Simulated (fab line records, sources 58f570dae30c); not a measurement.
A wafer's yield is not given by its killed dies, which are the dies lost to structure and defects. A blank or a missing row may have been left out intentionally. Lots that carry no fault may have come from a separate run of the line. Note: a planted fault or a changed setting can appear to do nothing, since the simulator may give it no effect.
2 desks looking at one fault | flow berkeley_cmos170 | numbers are kept per desk, each desk with only its own; the story behind them comes last

## AT THE METROLOGY DESK
What the gauges read for every lot (on any tool): the sampled wafers with a number, averaged. A lot is out of limits, marked OUT, if its mean lies more than 4 standard deviations from the usual mean; the brackets give that distance.
Columns: A = NLDD_RS at UCB170_SDANNEAL_RS_MEAS_05, usual 616.3 ohm/sq
lot  | first seen here | A
L344 | day 8 04:07     | 617.0
L345 | day 8 05:07     | 614.4
L348 | day 8 17:19     | 617.1
L347 | day 8 17:50     | 616.0
L349 | day 8 18:12     | 616.7
L346 | day 8 18:14     | 617.3
L355 | day 10 08:05    | 609.3 (-5.0) OUT
L356 | day 10 08:16    | 610.2 (-4.3) OUT
L354 | day 10 08:19    | 617.2
L357 | day 10 08:34    | 616.8
L358 | day 10 17:28    | 610.9
L362 | day 10 23:58    | 615.2
L360 | day 11 00:40    | 617.2
L361 | day 11 01:08    | 617.2
L365 | day 11 17:04    | 613.8
This desk's result: L355, L356 out of limits, first on L355 (NLDD_RS at UCB170_SDANNEAL_RS_MEAS_05), day 10 08:05. L344, L345, L348, L347, L349, L346, L354, L357, L358, L362, L360, L361, L365 stayed within limits.

## FOR THE TOOL OWNER'S DESK: implanter-01
UCB170_NLDD_IMPLANT_09, tool's own readings: per-lot mean of the sampled wafers with a number, covering each lot this tool ran. A lot is out of limits, marked OUT, if its mean lies more than 4 standard deviations from the usual mean; the brackets give that distance.
Columns: A = dose_ions_cm2 at UCB170_NLDD_IMPLANT_09, usual 5e+13
lot  | first seen here | A
L344 | day 7 18:36     | 5e+13
L348 | day 8 06:23     | 5e+13
L347 | day 8 07:28     | 5e+13
L356 | day 9 19:35     | 5e+13 (+30) OUT
L355 | day 9 20:16     | 5e+13 (+31) OUT
L358 | day 10 06:08    | 5e+13 (+31) OUT
This desk's verdict: out of limits on L355, L356, L358, starting with L356 at day 9 19:35 (dose_ions_cm2 at UCB170_NLDD_IMPLANT_09). L344, L348, L347 stayed within limits.

## TAKEN TOGETHER
At day 9 19:35, on L355, L356, L358, the tool owner's desk was in a position to raise an alarm.
On L355, L356, the metrology desk was in a position to raise an alarm at day 10 08:05.
The metrology desk has L358 on record, within its limits.
On implanter-01, each named lot ran UCB170_NLDD_IMPLANT_09.

## WHAT WAS PUT IN BY THE SIMULATOR
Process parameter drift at UCB170_NLDD_IMPLANT_09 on implanter-01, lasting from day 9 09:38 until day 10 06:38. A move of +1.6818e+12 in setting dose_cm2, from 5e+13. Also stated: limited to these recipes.
Lots struck among those shown: L355, L356, L358.
Hours from the fault's start to each desk's first reading out of limits: the tool owner's desk, 10; the metrology desk, 22.
